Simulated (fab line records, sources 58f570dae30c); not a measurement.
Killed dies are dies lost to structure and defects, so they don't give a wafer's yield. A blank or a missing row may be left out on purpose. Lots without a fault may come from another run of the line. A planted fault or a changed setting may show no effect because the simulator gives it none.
One fault seen from 2 desks | flow berkeley_cmos170 | each desk has only its own numbers; what lay behind them comes last

THE TOOL OWNER'S DESK: implanter-01
The tool's own readings at UCB170_PWELL_IMPLANT_15: means of the sampled wafers that have a number, for each lot that ran on this tool. A lot is out of limits, marked OUT, if its mean lies more than 4 standard deviations from the usual mean; the brackets give that distance.
Columns: A = tilt_deg at UCB170_PWELL_IMPLANT_15, usual 7.000 degrees
lot  | first seen here | A
L689 | day 3 23:32     | 7.012
L691 | day 4 11:49     | 6.984
L693 | day 5 02:21     | 7.018
L698 | day 5 19:09     | 6.986
L703 | day 6 19:01     | 4.970 (-99 or more) OUT
L704 | day 7 01:20     | 4.981 (-99 or more) OUT
This desk's finding: out of limits on L703, L704; first on L703, day 6 19:01 (tilt_deg at UCB170_PWELL_IMPLANT_15). In limits: L689, L691, L693, L698.

THE METROLOGY DESK
What the gauges read, lot by lot, whatever tool the lot ran on: means of the sampled wafers that have a number. A lot is out of limits, marked OUT, if its mean lies more than 4 standard deviations from the usual mean; the brackets give that distance.
Columns: A = NWELL_OXIDE_THK at UCB170_NWELL_THK_MEAS_02, usual 26.5 nm; B = GATE_OXIDE_THK at UCB170_GATE_THK_MEAS_02, usual 6.55 nm
lot  | first seen here | A    | B
L686 | day 1 23:04     | 26.3 | 6.46
L688 | day 2 14:47     | 26.4 | 6.54
L689 | day 2 14:48     | 26.6 | 6.47
L690 | day 2 23:59     | 27.3 | 6.36
L691 | day 3 07:11     | 27.5 | 6.50
L692 | day 3 07:11     | 26.6 | 6.44
L693 | day 3 20:00     | 26.6 | 6.67
L695 | day 3 20:00     | 27.0 | 6.67
L697 | day 4 08:11     | 26.1 | 6.50
L696 | day 4 08:12     | 26.3 | 6.48
L698 | day 4 14:53     | 26.5 | 6.61
L703 | day 5 13:02     | 26.3 | 6.43
L704 | day 5 21:18     | 26.4 | 6.51
L708 | day 6 14:26     | 27.3 | 6.60
This desk's finding: nothing out of limits on any of the 14 lots.

PUT TOGETHER
The tool owner's desk could have raised an alarm at day 6 19:01, on L703, L704.
The metrology desk saw nothing out of limits.
The metrology desk has L703, L704 on record, within its limits.
Of the lots named, all ran UCB170_PWELL_IMPLANT_15 on implanter-01.

WHAT THE SIMULATOR HAD PUT IN
Process parameter drift: implanter-01, from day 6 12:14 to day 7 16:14, at UCB170_PWELL_IMPLANT_15. Setting tilt_deg, moved by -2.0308, from 7. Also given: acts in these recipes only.
Lots struck among those shown: L703, L704.
Hours from the fault's start to each desk's first reading out of limits: the tool owner's desk, 7.
